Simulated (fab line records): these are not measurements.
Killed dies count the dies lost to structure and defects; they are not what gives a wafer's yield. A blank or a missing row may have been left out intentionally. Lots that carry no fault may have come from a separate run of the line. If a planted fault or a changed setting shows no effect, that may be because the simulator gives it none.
fab line records + flow berkeley-cmos170
record
- lots=14
- wafers=42
- last-day=12
route steps=331 shown PWELL@47 SCREENOX@102 NLDD@166 CONTACT@233
lots that met no fault: from a run of the same line without faults
start-h: start of the lot's first displayed wafer, in hours after the record's first day + wait-h: time in hours since the lot's previous step + " repeats the value in the row above + L1.1+2: a single row standing in for several wafers + - value missing, or start not given + * or withheld: withheld + < > ~ a bound
route shown NAME@n: names a module that has steps shown in the file, with the first one's number in the route + usual: average and standard deviation across the fault-free wafers + same: alike in all rows + chamber/n: place in a boat + sites: each site's reading + _std_site: the values' standard deviation + _edge_site: outer sites' mean less inner sites' + radius-mm: how far each site lies from the wafer's centre + mask NAME#n: copy n + behind: the last tool/chamber to shape the wafer + hold: the reason the lot was held/the length of the hold in hours/how it ended + device: the n, p or np transistor that did not switch + end of line: tests run on the same wafers once the route is complete + a step given without rows: its recipe and nothing more + killed: dies lost to structure and defects at the first sort, not the wafer's yield + map: per-die view of a wafer (x killed, . not killed, _ where there is no die)
set.NAME: the run value of the setting; set.NAME@STEP: its run value at that earlier step + model.NAME: the simulator's own value behind a step, which no gauge read
a sample of lots followed through the steps of the route, with each step as a table and each wafer as a row
services: when a tool's chamber went out of use (start-h, in hours from the record's first day, below 0 if earlier), for how many hours, and the reason
## steps
# step UCB170_PWELL_OVL_MEAS_13
# usual
- PWELL_OVL=3/4.8
| lot.wafer | tool       | chamber | start-h | wait-h | PWELL_OVL[nm] |
|-----------|------------|---------|---------|--------|---------------|
| L515.2    | overlay-01 | -       | 59.12   | -      | 1             |
| L515.4    | "          | -       | "       | "      | 3             |
| L515.6    | "          | -       | "       | "      | 5             |
| L517.2    | overlay-02 | -       | 67.32   | -      | 3             |
| L517.4    | "          | -       | "       | "      | 5             |
| L517.6    | "          | -       | "       | "      | 6             |
| L518.1    | overlay-02 | -       | 75.96   | -      | -1            |
| L518.3    | "          | -       | "       | "      | 0             |
| L518.5    | "          | -       | "       | "      | -1            |
| L519.3    | overlay-01 | -       | 75.99   | -      | 9             |
| L519.5    | "          | -       | "       | "      | 4             |
| L519.6    | "          | -       | "       | "      | -3            |
| L524.2    | overlay-01 | -       | 98.28   | -      | -2            |
| L524.4    | "          | -       | "       | "      | 4             |
| L524.5    | "          | -       | "       | "      | 0             |
| L522.2    | overlay-01 | -       | 98.83   | -      | 5             |
| L522.3    | "          | -       | "       | "      | 13            |
| L522.6    | "          | -       | "       | "      | 1             |
| L523.1    | overlay-01 | -       | 99.10   | -      | 1             |
| L523.5    | "          | -       | "       | "      | 5             |
| L523.6    | "          | -       | "       | "      | 9             |
| L528.1    | overlay-01 | -       | 119.49  | -      | 1             |
| L528.2    | "          | -       | "       | "      | -7            |
| L528.4    | "          | -       | "       | "      | 2             |
| L530.1    | overlay-01 | -       | 123.21  | -      | 5             |
| L530.3    | "          | -       | "       | "      | 2             |
| L530.5    | "          | -       | "       | "      | 7             |
| L531.1    | overlay-02 | -       | 128.45  | -      | 1             |
| L531.4    | "          | -       | "       | "      | 1             |
| L531.5    | "          | -       | "       | "      | -3            |
| L533.1    | overlay-02 | -       | 144.64  | -      | 1             |
| L533.4    | "          | -       | "       | "      | 6             |
| L533.5    | "          | -       | "       | "      | 9             |
| L534.1    | overlay-02 | -       | 145.64  | -      | 4             |
| L534.2    | "          | -       | "       | "      | 17            |
| L534.4    | "          | -       | "       | "      | 9             |
| L537.2    | overlay-02 | -       | 159.50  | -      | 8             |
| L537.3    | "          | -       | "       | "      | 11            |
| L537.5    | "          | -       | "       | "      | 8             |
| L538.1    | overlay-02 | -       | 159.67  | -      | 9             |
| L538.4    | "          | -       | "       | "      | 2             |
| L538.6    | "          | -       | "       | "      | 0             |
# step UCB170_SCREENOX_THK_MEAS_02
# recipe
- reads=SiO2_of_SCREENOX_OXIDATION_01
# usual
- SCREENOX_OXIDE_THK=14.37/0.22
| lot.wafer | tool          | chamber | start-h | wait-h | SCREENOX_OXIDE_THK[nm] |
|-----------|---------------|---------|---------|--------|------------------------|
| L519.3    | film-metro-04 | -       | 123.70  | 0.0    | 14.31                  |
| L519.5    | "             | -       | "       | "      | 14.31                  |
| L519.6    | "             | -       | "       | "      | 14.39                  |
| L515.2    | film-metro-04 | -       | 123.75  | 0.1    | 14.66                  |
| L515.4    | "             | -       | "       | "      | 14.47                  |
| L515.6    | "             | -       | "       | "      | 14.49                  |
| L517.2    | film-metro-01 | -       | 123.75  | 0.1    | 14.41                  |
| L517.4    | "             | -       | "       | "      | 14.55                  |
| L517.6    | "             | -       | "       | "      | 14.48                  |
| L518.1    | film-metro-01 | -       | 123.80  | 0.1    | 14.14                  |
| L518.3    | "             | -       | "       | "      | 14.18                  |
| L518.5    | "             | -       | "       | "      | 14.05                  |
| L522.2    | film-metro-04 | -       | 156.54  | 0.3    | 14.32                  |
| L522.3    | "             | -       | "       | "      | 14.40                  |
| L522.6    | "             | -       | "       | "      | 14.57                  |
| L524.2    | film-metro-04 | -       | 156.60  | 0.4    | 14.46                  |
| L524.4    | "             | -       | "       | "      | 14.32                  |
| L524.5    | "             | -       | "       | "      | 14.47                  |
| L523.1    | film-metro-01 | -       | 156.61  | 0.4    | 14.62                  |
| L523.5    | "             | -       | "       | "      | 14.46                  |
| L523.6    | "             | -       | "       | "      | 14.36                  |
| L530.1    | film-metro-01 | -       | 179.16  | 0.0    | 14.26                  |
| L530.3    | "             | -       | "       | "      | 14.03                  |
| L530.5    | "             | -       | "       | "      | 14.11                  |
| L528.1    | film-metro-04 | -       | 179.22  | 0.1    | 14.21                  |
| L528.2    | "             | -       | "       | "      | 14.36                  |
| L528.4    | "             | -       | "       | "      | 14.33                  |
| L531.1    | film-metro-01 | -       | 186.13  | 0.0    | 14.58                  |
| L531.4    | "             | -       | "       | "      | 14.50                  |
| L531.5    | "             | -       | "       | "      | 14.59                  |
| L533.1    | film-metro-03 | -       | 205.39  | 0.0    | 14.00                  |
| L533.4    | "             | -       | "       | "      | 14.16                  |
| L533.5    | "             | -       | "       | "      | 14.01                  |
| L534.1    | film-metro-01 | -       | 205.39  | 0.0    | 14.68                  |
| L534.2    | "             | -       | "       | "      | 14.79                  |
| L534.4    | "             | -       | "       | "      | 14.81                  |
| L538.1    | film-metro-03 | -       | 225.57  | 0.0    | 14.33                  |
| L538.4    | "             | -       | "       | "      | 14.04                  |
| L538.6    | "             | -       | "       | "      | 14.24                  |
| L537.2    | film-metro-01 | -       | 225.58  | 0.0    | 14.42                  |
| L537.3    | "             | -       | "       | "      | 14.07                  |
| L537.5    | "             | -       | "       | "      | 14.28                  |
# step UCB170_NLDD_IMPLANT_08
# recipe
- species=As
- dose-cm2=5e+13
- energy-kev=30
- tilt-deg=7
- rotation-deg=0
# usual
- dose-ions-cm2=4.999e+13/4.7e+10
- faraday-current-uA=159/3.1
| lot.wafer | tool         | chamber | start-h | wait-h | dose-ions-cm2 | faraday-current-uA |
|-----------|--------------|---------|---------|--------|---------------|--------------------|
| L519.3    | implanter-02 | 0       | 151.43  | 0.1    | 4.996e+13     | 156                |
| L519.5    | "            | 0       | "       | "      | 4.995e+13     | 160                |
| L519.6    | "            | 0       | "       | "      | 4.995e+13     | 159                |
| L515.2    | implanter-04 | 0       | 151.76  | 0.0    | 4.998e+13     | 159                |
| L515.4    | "            | 0       | "       | "      | 4.999e+13     | 163                |
| L515.6    | "            | 0       | "       | "      | 5e+13         | 167                |
| L518.1    | implanter-02 | 0       | 153.10  | 0.0    | 5.002e+13     | 159                |
| L518.3    | "            | 0       | "       | "      | 4.997e+13     | 162                |
| L518.5    | "            | 0       | "       | "      | 4.996e+13     | 158                |
| L517.2    | implanter-04 | 0       | 153.40  | 0.0    | 5.006e+13     | 160                |
| L517.4    | "            | 0       | "       | "      | 4.993e+13     | 157                |
| L517.6    | "            | 0       | "       | "      | 4.996e+13     | 156                |
| L523.1    | implanter-02 | 0       | 187.49  | 0.0    | 5e+13         | 154                |
| L523.5    | "            | 0       | "       | "      | 4.994e+13     | 155                |
| L523.6    | "            | 0       | "       | "      | 5.006e+13     | 152                |
| L522.2    | implanter-01 | 0       | 187.84  | 0.0    | 4.998e+13     | 156                |
| L522.3    | "            | 0       | "       | "      | 5.001e+13     | 160                |
| L522.6    | "            | 0       | "       | "      | 4.994e+13     | 159                |
| L524.2    | implanter-02 | 0       | 188.82  | 0.0    | 5.001e+13     | 159                |
| L524.4    | "            | 0       | "       | "      | 4.991e+13     | 155                |
| L524.5    | "            | 0       | "       | "      | 4.997e+13     | 163                |
| L530.1    | implanter-02 | 0       | 210.88  | 0.0    | 5.01e+13      | 159                |
| L530.3    | "            | 0       | "       | "      | 5.004e+13     | 163                |
| L530.5    | "            | 0       | "       | "      | 5.001e+13     | 155                |
| L528.1    | implanter-02 | 0       | 211.59  | 0.0    | 4.989e+13     | 159                |
| L528.2    | "            | 0       | "       | "      | 4.998e+13     | 162                |
| L528.4    | "            | 0       | "       | "      | 4.993e+13     | 158                |
| L531.1    | implanter-02 | 0       | 216.03  | 0.0    | 5.002e+13     | 158                |
| L531.4    | "            | 0       | "       | "      | 5.01e+13      | 161                |
| L531.5    | "            | 0       | "       | "      | 5.007e+13     | 155                |
| L534.1    | implanter-04 | 0       | 234.76  | 0.0    | 5.001e+13     | 165                |
| L534.2    | "            | 0       | "       | "      | 5.003e+13     | 158                |
| L534.4    | "            | 0       | "       | "      | 5.001e+13     | 161                |
| L533.1    | implanter-02 | 0       | 235.04  | 0.0    | 4.14e+13      | 132                |
| L533.4    | "            | 0       | "       | "      | 4.151e+13     | 133                |
| L533.5    | "            | 0       | "       | "      | 4.146e+13     | 131                |
| L538.1    | implanter-04 | 0       | 255.91  | 0.0    | 5.001e+13     | 159                |
| L538.4    | "            | 0       | "       | "      | 5.002e+13     | 155                |
| L538.6    | "            | 0       | "       | "      | 4.995e+13     | 159                |
| L537.2    | implanter-02 | 0       | 256.30  | 0.0    | 4.145e+13     | 134                |
| L537.3    | "            | 0       | "       | "      | 4.141e+13     | 133                |
| L537.5    | "            | 0       | "       | "      | 4.148e+13     | 131                |
# step UCB170_SDANNEAL_RS_MEAS_05
# recipe
- thk-meas-gauge=four-point-probe
# usual
- NLDD_RS=616.1/1.3
| lot.wafer | tool          | chamber | start-h | wait-h | NLDD_RS[ohm/sq] |
|-----------|---------------|---------|---------|--------|-----------------|
| L519.3    | film-metro-03 | -       | 162.55  | 0.1    | 615.0           |
| L519.5    | "             | -       | "       | "      | 616.3           |
| L519.6    | "             | -       | "       | "      | 616.2           |
| L515.2    | film-metro-01 | -       | 163.23  | 0.1    | 614.5           |
| L515.4    | "             | -       | "       | "      | 615.9           |
| L515.6    | "             | -       | "       | "      | 616.4           |
| L518.1    | film-metro-01 | -       | 163.83  | 0.1    | 615.3           |
| L518.3    | "             | -       | "       | "      | 615.7           |
| L518.5    | "             | -       | "       | "      | 616.1           |
| L517.2    | film-metro-03 | -       | 163.98  | 0.1    | 615.3           |
| L517.4    | "             | -       | "       | "      | 615.9           |
| L517.6    | "             | -       | "       | "      | 616.7           |
| L523.1    | film-metro-04 | -       | 198.19  | 0.1    | 617.9           |
| L523.5    | "             | -       | "       | "      | 619.1           |
| L523.6    | "             | -       | "       | "      | 617.3           |
| L522.2    | film-metro-01 | -       | 198.47  | 0.1    | 614.5           |
| L522.3    | "             | -       | "       | "      | 617.0           |
| L522.6    | "             | -       | "       | "      | 614.4           |
| L524.2    | film-metro-03 | -       | 198.66  | 0.1    | 616.2           |
| L524.4    | "             | -       | "       | "      | 618.1           |
| L524.5    | "             | -       | "       | "      | 617.9           |
| L528.1    | film-metro-04 | -       | 223.11  | 0.1    | 618.7           |
| L528.2    | "             | -       | "       | "      | 618.2           |
| L528.4    | "             | -       | "       | "      | 616.5           |
| L530.1    | film-metro-01 | -       | 223.97  | 0.1    | 615.4           |
| L530.3    | "             | -       | "       | "      | 615.4           |
| L530.5    | "             | -       | "       | "      | 616.5           |
| L531.1    | film-metro-03 | -       | 229.55  | 0.1    | 616.7           |
| L531.4    | "             | -       | "       | "      | 617.8           |
| L531.5    | "             | -       | "       | "      | 615.9           |
| L533.1    | film-metro-04 | -       | 247.59  | 0.1    | 653.0           |
| L533.4    | "             | -       | "       | "      | 654.2           |
| L533.5    | "             | -       | "       | "      | 655.0           |
| L534.1    | film-metro-03 | -       | 247.96  | 0.1    | 614.6           |
| L534.2    | "             | -       | "       | "      | 615.7           |
| L534.4    | "             | -       | "       | "      | 617.2           |
| L538.1    | film-metro-01 | -       | 272.34  | 0.1    | 614.8           |
| L538.4    | "             | -       | "       | "      | 615.7           |
| L538.6    | "             | -       | "       | "      | 615.0           |
| L537.2    | film-metro-04 | -       | 272.65  | 0.1    | 655.9           |
| L537.3    | "             | -       | "       | "      | 653.7           |
| L537.5    | "             | -       | "       | "      | 656.7           |
# step UCB170_CONTACT_ETCH_17
# recipe
- chemistry=N2/H2
- target-depth-a=withheld
- overetch-a=withheld
- target=BARC
- time-s=withheld
- source-w=500
- bias-w=100
- pressure-mtorr=30
- n2-flow-sccm=100
- h2-flow-sccm=200
# usual
- drypump-motor-current-A=5.6/0.44
- oes-product-au=1.000/0.016
- throttle-valve-pct=13.26/0.18
| lot.wafer | tool        | chamber | start-h | wait-h | drypump-motor-current-A | oes-product-au | throttle-valve-pct |
|-----------|-------------|---------|---------|--------|-------------------------|----------------|--------------------|
| L519.3    | rie-diel-04 | 2       | 167.85  | 0.0    | 5.2                     | 1.006          | 13.26              |
| L519.5    | "           | 3       | "       | "      | 6.0                     | 1.008          | 12.90              |
| L519.6    | "           | 2       | "       | "      | 5.2                     | 1.007          | 13.23              |
| L515.2    | rie-diel-01 | 2       | 170.26  | 0.0    | 5.5                     | 1.021          | 13.46              |
| L515.4    | "           | 0       | "       | "      | 5.4                     | 1.018          | 13.46              |
| L515.6    | "           | 3       | "       | "      | 6.1                     | 0.991          | 13.42              |
| L518.1    | rie-diel-04 | 0       | 170.53  | 0.0    | 6.3                     | 0.985          | 13.52              |
| L518.3    | "           | 2       | "       | "      | 5.2                     | 1.016          | 13.26              |
| L518.5    | "           | 3       | "       | "      | 6.1                     | 1.014          | 12.88              |
| L517.2    | rie-diel-02 | 0       | 170.89  | 0.0    | 4.8                     | 0.972          | 13.34              |
| L517.4    | "           | 3       | "       | "      | 5.8                     | 1.011          | 13.19              |
| L517.6    | "           | 1       | "       | "      | 5.8                     | 1.001          | 13.30              |
| L523.1    | rie-diel-01 | 1       | 202.62  | 0.0    | 5.2                     | 1.002          | 13.11              |
| L523.5    | "           | 3       | "       | "      | 6.0                     | 0.992          | 13.42              |
| L523.6    | "           | 2       | "       | "      | 5.5                     | 1.028          | 13.46              |
| L522.2    | rie-diel-04 | 3       | 203.90  | 0.0    | 6.0                     | 0.999          | 12.89              |
| L522.3    | "           | 2       | "       | "      | 5.2                     | 0.997          | 13.25              |
| L522.6    | "           | 2       | "       | "      | 5.1                     | 1.008          | 13.25              |
| L524.2    | rie-diel-02 | 3       | 205.35  | 0.0    | 5.9                     | 1.027          | 13.20              |
| L524.4    | "           | 0       | "       | "      | 4.8                     | 0.978          | 13.36              |
| L524.5    | "           | 2       | "       | "      | 6.0                     | 0.989          | 13.16              |
| L528.1    | rie-diel-04 | 2       | 227.67  | 0.0    | 5.2                     | 1.010          | 13.27              |
| L528.2    | "           | 3       | "       | "      | 6.1                     | 1.004          | 12.88              |
| L528.4    | "           | 0       | "       | "      | 6.2                     | 0.974          | 13.50              |
| L530.1    | rie-diel-01 | 2       | 229.77  | 0.0    | 5.5                     | 1.030          | 13.45              |
| L530.3    | "           | 0       | "       | "      | 5.4                     | 1.011          | 13.47              |
| L530.5    | "           | 2       | "       | "      | 5.5                     | 1.015          | 13.48              |
| L531.1    | rie-diel-01 | 2       | 235.24  | 0.0    | 5.5                     | 1.039          | 13.44              |
| L531.4    | "           | 1       | "       | "      | 5.2                     | 1.016          | 13.12              |
| L531.5    | "           | 2       | "       | "      | 5.5                     | 1.036          | 13.46              |
| L533.1    | rie-diel-02 | 0       | 252.13  | 0.0    | 4.8                     | 0.993          | 13.35              |
| L533.4    | "           | 1       | "       | "      | 5.9                     | 0.992          | 13.27              |
| L533.5    | "           | 0       | "       | "      | 4.8                     | 0.983          | 13.36              |
| L534.1    | rie-diel-02 | 3       | 253.06  | 0.0    | 5.9                     | 1.018          | 13.20              |
| L534.2    | "           | 0       | "       | "      | 4.8                     | 0.983          | 13.35              |
| L534.4    | "           | 1       | "       | "      | 5.8                     | 0.994          | 13.29              |
| L538.1    | rie-diel-04 | 0       | 276.66  | 0.0    | 6.2                     | 0.981          | 13.52              |
| L538.4    | "           | 3       | "       | "      | 6.1                     | 1.005          | 12.89              |
| L538.6    | "           | 2       | "       | "      | 5.2                     | 1.012          | 13.25              |
| L537.2    | rie-diel-01 | 1       | 277.43  | 0.0    | 5.2                     | 0.997          | 13.11              |
| L537.3    | "           | 2       | "       | "      | 5.5                     | 1.018          | 13.46              |
| L537.5    | "           | 3       | "       | "      | 6.1                     | 0.996          | 13.42              |
## services
| tool         | chamber | start-h | hours | kind           |
|--------------|---------|---------|-------|----------------|
| rie-diel-02  | 0       | 129.30  | 7.8   | repair         |
| rie-diel-04  | 0       | 137.80  | 2.4   | repair         |
| rie-diel-01  | -       | 160.03  | 1.0   | repair         |
| rie-diel-04  | 1       | 165.43  | 3.0   | repair         |
| rie-diel-01  | 1       | 165.58  | -     | clean          |
| rie-diel-01  | 1       | 165.58  | 19.2  | scheduled-down |
| rie-diel-01  | 1       | 165.58  | 19.2  | vent-cycle     |
| rie-diel-02  | 1       | 189.88  | -     | clean          |
| rie-diel-02  | 1       | 189.88  | 18.7  | scheduled-down |
| rie-diel-02  | 1       | 189.88  | 18.7  | vent-cycle     |
| implanter-04 | -       | 197.56  | 3.1   | repair         |
| implanter-01 | -       | 208.34  | 0.9   | repair         |
| implanter-04 | -       | 212.25  | 5.0   | pm             |
| implanter-04 | -       | 217.86  | 6.5   | pm             |
| implanter-01 | -       | 249.12  | 3.4   | repair         |
| rie-diel-04  | 0       | 253.11  | 6.5   | repair         |
| rie-diel-04  | 2       | 259.17  | 15.0  | repair         |
| implanter-01 | -       | 260.36  | 4.6   | pm             |
| implanter-01 | -       | 266.34  | 3.7   | pm             |
## key
first-sign
- step=UCB170_NLDD_IMPLANT_08
- reading=dose-ions-cm2
- direction=down
- sigmas=99+
- usual=4.999e+13
- struck=4.145e+13
effect
- step=UCB170_NLDD_IMPLANT_08
- reading=faraday-current-uA
- direction=down
- sigmas=8.4
- usual=159
- struck=132
effect
- step=UCB170_SDANNEAL_RS_MEAS_05
- reading=NLDD_RS
- direction=up
- sigmas=31
- usual=616.1
- struck=654.7
met-at UCB170_NLDD_IMPLANT_08
struck-lots L533,L537
tester-left-out L533,L537
not-acting-at UCB170_PWELL_OVL_MEAS_13,UCB170_SCREENOX_THK_MEAS_02,UCB170_CONTACT_ETCH_17
onset-between 216.03 235.04
fault
- kind=process-parameter-drift
- tool=implanter-02
- chamber=-
- onset-h=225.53
- steps=UCB170_NLDD_IMPLANT_08
- channel=dose-cm2
- offset=-8.5e+12
- shape=step
- end-h=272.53
- acts-in=these-recipes-only
- stated=5e+13
# tester-left-out: of these lots the tester's yield and bins aren't shown, on N5 and GAA mostly nor the transistor test; their killed dies are dies lost to structure and defects alone, not to doping, threshold or leakage, so they don't give the yield
